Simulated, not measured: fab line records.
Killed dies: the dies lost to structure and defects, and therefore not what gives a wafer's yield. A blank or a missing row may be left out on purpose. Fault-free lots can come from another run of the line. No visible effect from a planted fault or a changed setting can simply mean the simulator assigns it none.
Split-lot trial | flow ritCmos | on a route of 202 steps: 5 lots, 17 wafers read

ABOUT THE SPLIT
At RIT_M1_METAL_ETCH_12 (etches Al in Cl2/BCl3, stops on SiO2, time 165 s, target depth 600 nm), the setting overEtchFrac was moved away from the recipe's 0.5 on 6 of the 17 wafers read, by -25.3% to +14.3%. This setting was run at the recipe's value on the other wafers.

The split's own step is where the reading is taken.

THE READING
NOVOLAK_of_M1_COAT_04.thkNm (the simulator's own value, which no gauge read), in nm, at RIT_M1_METAL_ETCH_12 (etches Al in Cl2/BCl3, stops on SiO2, time 165 s, target depth 600 nm). No usual value for it is given in the file. The 11 wafers here that ran the recipe average 803.3 nm, standard deviation 11 nm.

wafer  | tool, chamber at the split | overEtchFrac as run | against the recipe | NOVOLAK_of_M1_COAT_04.thkNm, nm | against lot-mates on the recipe
L074.3 | rieMetal-04, 1             | 0.5                 | recipe             | 807.2                           | -
L074.5 | rieMetal-04, 0             | 0.5                 | recipe             | 830.6                           | -
L074.6 | rieMetal-04, 1             | 0.5                 | recipe             | 812.7                           | -
L076.4 | rieMetal-02, 0             | 0.5                 | recipe             | 799.2                           | -
L076.5 | rieMetal-02, 0             | 0.5                 | recipe             | 796.8                           | -
L077.1 | rieMetal-01, 0             | 0.3735              | -25.3%             | 833                             | +35.4
L077.2 | rieMetal-01, 1             | 0.5                 | recipe             | 793.7                           | -
L077.4 | rieMetal-01, 0             | 0.5                 | recipe             | 804.8                           | -
L077.5 | rieMetal-01, 1             | 0.5                 | recipe             | 794.3                           | -
L077.6 | rieMetal-01, 0             | 0.3735              | -25.3%             | 838.5                           | +40.9
L080.2 | rieMetal-01, 1             | 0.5713              | +14.3%             | 787                             | -23.3
L080.3 | rieMetal-01, 0             | 0.5                 | recipe             | 810.3                           | -
L083.1 | rieMetal-01, 0             | 0.4346              | -13.1%             | 812.9                           | +19.5
L083.2 | rieMetal-01, 1             | 0.5                 | recipe             | 794.6                           | -
L083.3 | rieMetal-01, 0             | 0.4346              | -13.1%             | 820.5                           | +27.1
L083.5 | rieMetal-01, 0             | 0.4346              | -13.1%             | 814.4                           | +21.0
L083.6 | rieMetal-01, 1             | 0.5                 | recipe             | 792.2                           | -

THE FIT
A straight line over all 17 wafers: NOVOLAK_of_M1_COAT_04.thkNm changes by -1.2 nm for each +1% of overEtchFrac; r = -0.79; the points scatter about the line by 9.7 nm.
The same after taking each lot's own level away (the mean of its wafers on the recipe; 17 wafers): -1.57 nm for each +1%; r = -0.95; scatter 5.5 nm.
Per that fit: largest overEtchFrac move, reading shift of 40 nm.
Measured against the standard deviation above, the lots' own levels, which go from 793.40 to 816.83 nm, span 2.1 times it.
So the lot-to-lot level blurs the effect unless lot-mates are compared.
Check: for one of the wafers moved furthest among these (-25.3%), held out of the fit, the line's prediction against its lot-mates is +42 nm. Against them it came out at +35.4 nm.

THE FILE'S OWN FIT
NOVOLAK_of_M1_COAT_04.thkNm changes by -1.56 nm for each +1% of overEtchFrac, r = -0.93.
